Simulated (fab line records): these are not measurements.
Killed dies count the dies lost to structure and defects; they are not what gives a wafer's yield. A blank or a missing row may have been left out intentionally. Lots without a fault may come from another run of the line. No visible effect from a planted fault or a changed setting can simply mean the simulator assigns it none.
fab line records / flow ritCmos
record lots=13 wafers=39 lastDay=7
route steps=202 shown SPACER@130 M1@202
lots that met no fault: taken from a fault-free run of the same line
startH: the number of hours between the record's first day and the start of the first shown wafer of the lot / waitH: hours from the lot's prior step to this one / " repeats the value in the row above / L1.1+2: a row that stands for several wafers / - no value present, or no start provided / * or withheld: withheld / < > ~ a bound
route shown NAME@n: a module of which the file shows steps, and the number in the route of the first / usual: average and standard deviation across the fault-free wafers / same: alike in all rows / chamber/n: place in a boat / sites: per-site readings / _std_site: how widely they spread, as a standard deviation / _edge_site: outer sites' mean less inner sites' / radiusMm: how far each site lies from the wafer's centre / mask NAME#n: copy n / behind: the last tool/chamber to shape the wafer / hold: reason for holding the lot/hours on hold/outcome of the hold / device: the n, p or np transistor that did not switch / end of line: the same wafers' tests at the end of the route / a step without rows: its recipe alone / killed: the dies lost at the first sort to structure and to defects; this is not the yield of the wafer / map: the dies of a wafer, with x for killed, . for not killed, _ for no die there
set.NAME: the run value of the setting; set.NAME@STEP: its run value at that earlier step / model.NAME: the simulator's own value behind a step, which no gauge read
a sample of lots followed through the steps of the route, with each step as a table and each wafer as a row
services: the hour from which a tool's chamber was out of use, counted from the record's first day as startH (under 0 if before that day), plus the number of hours and why
## steps
# step RIT_SPACER_ETCHBACK_05
# recipe targetDepthA=2500 SF6_flow_sccm=30 CHF3_flow_sccm=30 target=Si3N4 chemistry=SF6/CHF3 pressureMtorr=40 rfW=250 timeS=240 stopOn=SiO2
# usual drypumpMotorCurrentA=5.95/0.21 oesProductAu=0.831/0.014 rfFwdPowerW=249.3/0.83 throttleValvePct=10.22/0.12
lot.wafer=L160.1 tool=rieDiel-01 chamber=2 startH=46.87 waitH=0.1 drypumpMotorCurrentA=5.89 oesProductAu=0.822 rfFwdPowerW=249.1 rfHoursCounterH=16 throttleValvePct=10.23
lot.wafer=L160.5 tool=rieDiel-01 chamber=3 startH=46.87 waitH=0.1 drypumpMotorCurrentA=6.00 oesProductAu=0.816 rfFwdPowerW=249.7 rfHoursCounterH=- throttleValvePct=10.06
lot.wafer=L160.6 tool=rieDiel-01 chamber=2 startH=46.87 waitH=0.1 drypumpMotorCurrentA=5.90 oesProductAu=0.828 rfFwdPowerW=249.8 rfHoursCounterH=- throttleValvePct=10.23
lot.wafer=L161.2 tool=rieDiel-04 chamber=0 startH=55.84 waitH=0.0 drypumpMotorCurrentA=5.84 oesProductAu=0.813 rfFwdPowerW=248.0 rfHoursCounterH=148 throttleValvePct=10.16
lot.wafer=L161.3 tool=rieDiel-04 chamber=3 startH=55.84 waitH=0.0 drypumpMotorCurrentA=5.46 oesProductAu=0.808 rfFwdPowerW=249.4 rfHoursCounterH=154 throttleValvePct=10.14
lot.wafer=L161.4 tool=rieDiel-04 chamber=2 startH=55.84 waitH=0.0 drypumpMotorCurrentA=6.20 oesProductAu=0.827 rfFwdPowerW=249.9 rfHoursCounterH=79 throttleValvePct=10.09
lot.wafer=L162.3 tool=rieDiel-01 chamber=0 startH=60.50 waitH=0.0 drypumpMotorCurrentA=6.08 oesProductAu=0.830 rfFwdPowerW=250.8 rfHoursCounterH=166 throttleValvePct=10.22
lot.wafer=L162.4 tool=rieDiel-01 chamber=1 startH=60.50 waitH=0.0 drypumpMotorCurrentA=6.10 oesProductAu=0.861 rfFwdPowerW=248.6 rfHoursCounterH=155 throttleValvePct=10.24
lot.wafer=L162.6 tool=rieDiel-01 chamber=0 startH=60.50 waitH=0.0 drypumpMotorCurrentA=6.07 oesProductAu=0.840 rfFwdPowerW=248.8 rfHoursCounterH=- throttleValvePct=10.23
lot.wafer=L163.2 tool=rieDiel-03 chamber=3 startH=63.98 waitH=0.0 drypumpMotorCurrentA=6.16 oesProductAu=0.820 rfFwdPowerW=249.7 rfHoursCounterH=143 throttleValvePct=10.28
lot.wafer=L163.3 tool=rieDiel-03 chamber=0 startH=63.98 waitH=0.0 drypumpMotorCurrentA=5.66 oesProductAu=0.821 rfFwdPowerW=250.1 rfHoursCounterH=6 throttleValvePct=10.17
lot.wafer=L163.4 tool=rieDiel-03 chamber=2 startH=63.98 waitH=0.0 drypumpMotorCurrentA=5.91 oesProductAu=0.851 rfFwdPowerW=250.7 rfHoursCounterH=60 throttleValvePct=10.41
lot.wafer=L164.1 tool=rieDiel-03 chamber=2 startH=67.94 waitH=0.1 drypumpMotorCurrentA=5.91 oesProductAu=0.860 rfFwdPowerW=249.2 rfHoursCounterH=60 throttleValvePct=10.42
lot.wafer=L164.2 tool=rieDiel-03 chamber=3 startH=67.94 waitH=0.1 drypumpMotorCurrentA=6.15 oesProductAu=0.825 rfFwdPowerW=248.2 rfHoursCounterH=143 throttleValvePct=10.29
lot.wafer=L164.4 tool=rieDiel-03 chamber=1 startH=67.94 waitH=0.1 drypumpMotorCurrentA=4.93 oesProductAu=0.801 rfFwdPowerW=248.2 rfHoursCounterH=76 throttleValvePct=10.10
lot.wafer=L165.1 tool=rieDiel-01 chamber=2 startH=75.77 waitH=0.1 drypumpMotorCurrentA=5.85 oesProductAu=0.828 rfFwdPowerW=249.0 rfHoursCounterH=16 throttleValvePct=10.23
lot.wafer=L165.3 tool=rieDiel-01 chamber=1 startH=75.77 waitH=0.1 drypumpMotorCurrentA=6.10 oesProductAu=0.854 rfFwdPowerW=249.9 rfHoursCounterH=155 throttleValvePct=10.26
lot.wafer=L165.5 tool=rieDiel-01 chamber=2 startH=75.77 waitH=0.1 drypumpMotorCurrentA=5.86 oesProductAu=0.831 rfFwdPowerW=249.5 rfHoursCounterH=- throttleValvePct=10.23
lot.wafer=L166.1 tool=rieDiel-03 chamber=2 startH=80.42 waitH=0.1 drypumpMotorCurrentA=5.94 oesProductAu=0.855 rfFwdPowerW=249.3 rfHoursCounterH=61 throttleValvePct=10.42
lot.wafer=L166.2 tool=rieDiel-03 chamber=0 startH=80.42 waitH=0.1 drypumpMotorCurrentA=5.66 oesProductAu=0.824 rfFwdPowerW=250.2 rfHoursCounterH=6 throttleValvePct=10.18
lot.wafer=L166.6 tool=rieDiel-03 chamber=0 startH=80.42 waitH=0.1 drypumpMotorCurrentA=5.68 oesProductAu=0.829 rfFwdPowerW=249.8 rfHoursCounterH=- throttleValvePct=10.18
lot.wafer=L167.1 tool=rieDiel-04 chamber=3 startH=82.62 waitH=0.1 drypumpMotorCurrentA=5.46 oesProductAu=0.818 rfFwdPowerW=248.8 rfHoursCounterH=154 throttleValvePct=10.13
lot.wafer=L167.3 tool=rieDiel-04 chamber=0 startH=82.62 waitH=0.1 drypumpMotorCurrentA=5.85 oesProductAu=0.814 rfFwdPowerW=249.6 rfHoursCounterH=149 throttleValvePct=10.18
lot.wafer=L167.5 tool=rieDiel-04 chamber=1 startH=82.62 waitH=0.1 drypumpMotorCurrentA=5.71 oesProductAu=0.842 rfFwdPowerW=250.9 rfHoursCounterH=- throttleValvePct=10.57
lot.wafer=L168.1 tool=rieDiel-01 chamber=3 startH=87.31 waitH=0.1 drypumpMotorCurrentA=6.00 oesProductAu=0.821 rfFwdPowerW=250.0 rfHoursCounterH=141 throttleValvePct=10.07
lot.wafer=L168.2 tool=rieDiel-01 chamber=1 startH=87.31 waitH=0.1 drypumpMotorCurrentA=6.10 oesProductAu=0.860 rfFwdPowerW=249.2 rfHoursCounterH=155 throttleValvePct=10.24
lot.wafer=L168.3 tool=rieDiel-01 chamber=2 startH=87.31 waitH=0.1 drypumpMotorCurrentA=5.90 oesProductAu=0.828 rfFwdPowerW=248.0 rfHoursCounterH=17 throttleValvePct=10.23
lot.wafer=L176.1 tool=rieDiel-01 chamber=0 startH=127.50 waitH=0.1 drypumpMotorCurrentA=6.07 oesProductAu=0.827 rfFwdPowerW=348.5 rfHoursCounterH=1 throttleValvePct=10.23
lot.wafer=L176.5 tool=rieDiel-01 chamber=3 startH=127.50 waitH=0.1 drypumpMotorCurrentA=5.99 oesProductAu=0.822 rfFwdPowerW=349.9 rfHoursCounterH=- throttleValvePct=10.06
lot.wafer=L176.6 tool=rieDiel-01 chamber=2 startH=127.50 waitH=0.1 drypumpMotorCurrentA=5.86 oesProductAu=0.834 rfFwdPowerW=349.3 rfHoursCounterH=- throttleValvePct=10.23
lot.wafer=L177.2 tool=rieDiel-01 chamber=0 startH=130.89 waitH=0.0 drypumpMotorCurrentA=6.06 oesProductAu=0.820 rfFwdPowerW=348.3 rfHoursCounterH=1 throttleValvePct=10.22
lot.wafer=L177.4 tool=rieDiel-01 chamber=3 startH=130.89 waitH=0.0 drypumpMotorCurrentA=6.00 oesProductAu=0.822 rfFwdPowerW=350.2 rfHoursCounterH=- throttleValvePct=10.07
lot.wafer=L177.5 tool=rieDiel-01 chamber=2 startH=130.89 waitH=0.0 drypumpMotorCurrentA=5.90 oesProductAu=0.823 rfFwdPowerW=349.3 rfHoursCounterH=- throttleValvePct=10.22
lot.wafer=L179.1 tool=rieDiel-04 chamber=1 startH=142.43 waitH=0.1 drypumpMotorCurrentA=5.72 oesProductAu=0.841 rfFwdPowerW=250.4 rfHoursCounterH=4 throttleValvePct=10.57
lot.wafer=L179.5 tool=rieDiel-04 chamber=2 startH=142.43 waitH=0.1 drypumpMotorCurrentA=6.22 oesProductAu=0.819 rfFwdPowerW=250.7 rfHoursCounterH=- throttleValvePct=10.10
lot.wafer=L179.6 tool=rieDiel-04 chamber=1 startH=142.43 waitH=0.1 drypumpMotorCurrentA=5.73 oesProductAu=0.832 rfFwdPowerW=249.8 rfHoursCounterH=- throttleValvePct=10.56
lot.wafer=L183.1 tool=rieDiel-04 chamber=2 startH=161.63 waitH=0.1 drypumpMotorCurrentA=6.18 oesProductAu=0.833 rfFwdPowerW=248.8 rfHoursCounterH=82 throttleValvePct=10.11
lot.wafer=L183.4 tool=rieDiel-04 chamber=3 startH=161.63 waitH=0.1 drypumpMotorCurrentA=5.47 oesProductAu=0.841 rfFwdPowerW=249.8 rfHoursCounterH=- throttleValvePct=10.11
lot.wafer=L183.5 tool=rieDiel-04 chamber=1 startH=161.63 waitH=0.1 drypumpMotorCurrentA=5.69 oesProductAu=0.844 rfFwdPowerW=247.4 rfHoursCounterH=- throttleValvePct=10.57
# step RIT_M1_PROBE_99
# usual killedAtContacts=0.1/0.25 killedAtFrontEnd=6.3/2.9 killedDies=6.4/2.9 killedOpen=3.3/2.1 killedShort=3.1/1.7
# same grossDies=264 killed_at_M0_to_M3=0 killed_at_M4_up=0 killedAtBackSide=0 killedAtOther=0
lot.wafer=L176.1 tool=prober-02 chamber=- startH=139.73 waitH=0.1 killedAtContacts=0 killedAtFrontEnd=8 killedDies=8 killedOpen=5 killedShort=3
lot.wafer=L176.5 tool=prober-02 chamber=- startH=139.93 waitH=0.2 killedAtContacts=0 killedAtFrontEnd=3 killedDies=3 killedOpen=1 killedShort=2
lot.wafer=L176.6 tool=prober-02 chamber=- startH=139.98 waitH=0.2 killedAtContacts=0 killedAtFrontEnd=10 killedDies=10 killedOpen=7 killedShort=3
# killed by level:class
L176.1 GATE:geometricParticle:open=2 SPACER:geometricParticle:open=2 FOX1:geometricParticle:open=1 FOX2:geometricParticle:short=1 REOX:geometricParticle:short=1 SPACER:geometricParticle:short=1
L176.5 GATE:geometricParticle:short=1 REOX:geometricParticle:open=1 SPACER:geometricParticle:short=1
L176.6 GATE:geometricParticle:open=4 SPACER:geometricParticle:open=3 REOX:geometricParticle:short=2 GATE:geometricParticle:short=1
## services
tool=rieDiel-03 chamber=- startH=35.58 hours=28.1 kind=pm
tool=rieDiel-01 chamber=0 startH=45.17 hours=1.5 kind=repair
tool=rieDiel-01 chamber=0 startH=72.89 hours=- kind=clean
tool=rieDiel-01 chamber=0 startH=72.89 hours=- kind=consumableReplace:esc
tool=rieDiel-01 chamber=0 startH=72.89 hours=21.3 kind=scheduledDown
tool=rieDiel-01 chamber=0 startH=72.89 hours=21.3 kind=ventCycle
tool=rieDiel-03 chamber=1 startH=79.70 hours=9.6 kind=repair
tool=rieDiel-04 chamber=- startH=84.68 hours=0.3 kind=repair
tool=rieDiel-03 chamber=- startH=93.04 hours=65.3 kind=repair
tool=rieDiel-01 chamber=2 startH=120.15 hours=6.0 kind=repair
tool=rieDiel-04 chamber=3 startH=124.45 hours=- kind=clean
tool=rieDiel-04 chamber=3 startH=124.45 hours=26.7 kind=scheduledDown
tool=rieDiel-04 chamber=3 startH=124.45 hours=26.7 kind=ventCycle
tool=rieDiel-01 chamber=1 startH=126.12 hours=- kind=clean
tool=rieDiel-01 chamber=1 startH=126.12 hours=12.5 kind=scheduledDown
tool=rieDiel-01 chamber=1 startH=126.12 hours=12.5 kind=ventCycle
tool=rieDiel-04 chamber=0 startH=128.36 hours=46.2 kind=repair
tool=rieDiel-04 chamber=2 startH=130.13 hours=4.4 kind=repair
## key
firstSign step=RIT_SPACER_ETCHBACK_05 reading=rfFwdPowerW direction=up sigmas=99+ usual=249.3 struck=349.3
effect none on later readings
metAt RIT_SPACER_ETCHBACK_05
struckLots L176,L177
testerLeftOut L176,L177
onsetBetween 87.31 127.50
fault kind=processParameterDrift tool=rieDiel-01 chamber=- onsetH=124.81 steps=RIT_SPACER_ETCHBACK_05 channel=rfW offset=100 shape=step endH=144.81 actsIn=theseRecipesOnly stated=250
# testerLeftOut: of these lots the tester's yield and bins aren't shown, on N5 and GAA mostly nor the transistor test; their killed dies are dies lost to structure and defects alone, not to doping, threshold or leakage, so they don't give the yield
